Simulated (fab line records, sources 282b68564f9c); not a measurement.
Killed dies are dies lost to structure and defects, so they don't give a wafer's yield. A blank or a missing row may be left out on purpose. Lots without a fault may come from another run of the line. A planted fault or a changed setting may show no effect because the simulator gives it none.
A struck lot beside a sound one | flow rit_cmos | 14 steps out of a route of 202
Sound: wafers L880.1, L880.4, L880.6. Struck: wafers L886.2, L886.3, L886.6. The cause comes at the end.
At each step with rows: each side's tool, then ch and its chambers, then its first start. Under that, the readings that differ: sound wafers | struck wafers | difference of the means | sigmas: that difference in standard deviations of wafers without a fault.
alike: readings whose means differ by less than 2 such deviations, and words and numbers that are the same on both sides. not compared: withheld readings, readings that some wafer has no value for, bounds like >300 that may hide the same value, and numbers for which the record gives no deviation and whose values overlap.
The two part at a step that has a row with sigmas, a row that says differs or no value, or rows on one side only. Numbers that don't overlap but have no deviation are shown without sigmas and don't part them. A reading that every wafer of one side lacks parts them only if that side has two wafers or more.

first, 1 step without rows for these wafers: RIT_NSD_IMPLANT_08.
RIT_NSD_STRIP_09: strips in O2, time 180 s.
  sound on plasma_asher-01 ch 0,1, day 3 13:50; struck on plasma_asher-02 ch 0,1, day 4 21:07
  alike: chamber_pressure_mTorr, drypump_motor_current_A
  not compared: rf_hours_counter_h
RIT_NSD_TW_MEAS_10:
  sound on film_metro-03, day 3 14:01; struck on film_metro-03, day 4 21:18
  alike: NSD_TW
then, 6 steps without rows for these wafers: RIT_PSD_HMDS_00 (prime time 60 s); RIT_PSD_COAT_01 (resist thk 1000 nm); RIT_PSD_SOFTBAKE_02 (time 60 s); RIT_PSD_EXPOSE_03 (exposes mask M10, target cd 40900 nm); RIT_PSD_PEB_04; RIT_PSD_DEVELOP_05 (develop time 50 s).
RIT_PSD_OVL_MEAS_06:
  sound on overlay-02, day 3 14:56; struck on overlay-01, day 4 22:20
  alike: PSD_OVL
then, 2 steps without rows for these wafers: RIT_PSD_HARDBAKE_07 (time 60 s); RIT_PSD_IMPLANT_08.
RIT_PSD_STRIP_09: strips in O2, time 180 s.
  sound on plasma_asher-03 ch 0,1, day 3 15:16; struck on plasma_asher-01 ch 0,1, day 4 22:40
  no value came back on the struck wafers for chamber_pressure_mTorr (mTorr), drypump_motor_current_A (A); on the sound wafers chamber_pressure_mTorr (mTorr) reads 4005 4001 4002
  reading                                  | sound | struck            | difference | sigmas
  model.NOVOLAK_of_PSD_COAT_01.thk_nm (nm) | 0 0 0 | 879.2 880.4 881.1 | +880.2     |
  not compared: rf_hours_counter_h
RIT_PSD_TW_MEAS_10:
  sound on film_metro-04, day 3 15:26; struck on film_metro-04, day 4 22:50
  alike: PSD_TW

WHERE THEY PART
Only at RIT_PSD_STRIP_09, within this record. Later steps at which nothing parts them and some readings are alike: RIT_PSD_TW_MEAS_10.

WHY: what the simulator had put in
Skipped step whole: plasma_asher-01, from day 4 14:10 on, at RIT_PSD_STRIP_09. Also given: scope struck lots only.
